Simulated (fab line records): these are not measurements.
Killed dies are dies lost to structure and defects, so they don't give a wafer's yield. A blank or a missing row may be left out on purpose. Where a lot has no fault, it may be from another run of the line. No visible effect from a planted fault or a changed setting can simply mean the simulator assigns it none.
The tool behind it: which one? | flow ritCmos | 6 lots with 18 wafers sampled at 3 steps, on a route of 202 steps

## WHAT THE GAUGES READ, wafer by wafer
RIT_SILICIDE_RS_MEAS_02: a four-point-probe measurement.
lot  | measured    | on           | SILICIDE_TI_RS (ohm/sq)
L382 | day 3 11:14 | filmMetro-03 | 49.8 49.8 49.2
L385 | day 4 03:01 | filmMetro-02 | 49.1 49.4 49.2
L388 | day 4 17:04 | filmMetro-02 | 50.3 169.5 49.7
L399 | day 7 00:47 | filmMetro-03 | 48.2 48.1 48.4
L401 | day 7 10:05 | filmMetro-03 | 50.6 49.8 49.9
L403 | day 7 20:51 | filmMetro-02 | 49.4 49.6 49.6

## TOOL THAT RAN EACH LOT (tool first, then ch and the chambers of the sampled wafers, then the start)
lot  | RIT_NWELL_STRIP_09                 | RIT_SILICIDE_SPUTTER_01
L382 | plasmaAsher-01 ch 0, day 2 03:22   | pvdSputter-03, day 3 11:04
L385 | plasmaAsher-03 ch 1, day 2 20:22   | pvdSputter-01, day 4 02:52
L388 | plasmaAsher-01 ch 0,1, day 3 09:22 | pvdSputter-03, day 4 16:55
L399 | plasmaAsher-01 ch 0,1, day 5 16:42 | pvdSputter-02, day 7 00:38
L401 | plasmaAsher-01 ch 0,1, day 6 03:58 | pvdSputter-03, day 7 09:56
L403 | plasmaAsher-03 ch 0,1, day 6 12:20 | pvdSputter-03, day 7 20:42
- RIT_NWELL_STRIP_09: strips in O2, time 180 s.
- RIT_SILICIDE_SPUTTER_01: material Ti, target thk 30 nm, time 240 s.

## THE ANSWER, worked out from the rows above alone
Rule: usual is defined by the lots themselves. The widest of any qualifying gaps counts: lots, ordered by their means at a reading, are off when they make up no more than a third of the lots, leave a main group of 4 or more, and stand apart from it by 3 or more times the standard deviation of that group's means. Not used: any main group whose means are identical at the precision the tables above print for the reading. A lot without any number at a reading at which 4 lots or more have one is off too. Where the step has rows for the other lots, those lots are counted as sound.
Off: L388, seen at RIT_SILICIDE_RS_MEAS_02 (SILICIDE_TI_RS). The main group: mean 49.3 ohm/sq, standard deviation 0.62.
If a tool, at a process step before that reading, ran all the lots that are off and no sound lot after the first of them, it fits. Those tools and the gauges at RIT_SILICIDE_RS_MEAS_02 are tried in the same way. Not one of the candidates tried fits.

## WHAT THE SIMULATOR HAD INSERTED
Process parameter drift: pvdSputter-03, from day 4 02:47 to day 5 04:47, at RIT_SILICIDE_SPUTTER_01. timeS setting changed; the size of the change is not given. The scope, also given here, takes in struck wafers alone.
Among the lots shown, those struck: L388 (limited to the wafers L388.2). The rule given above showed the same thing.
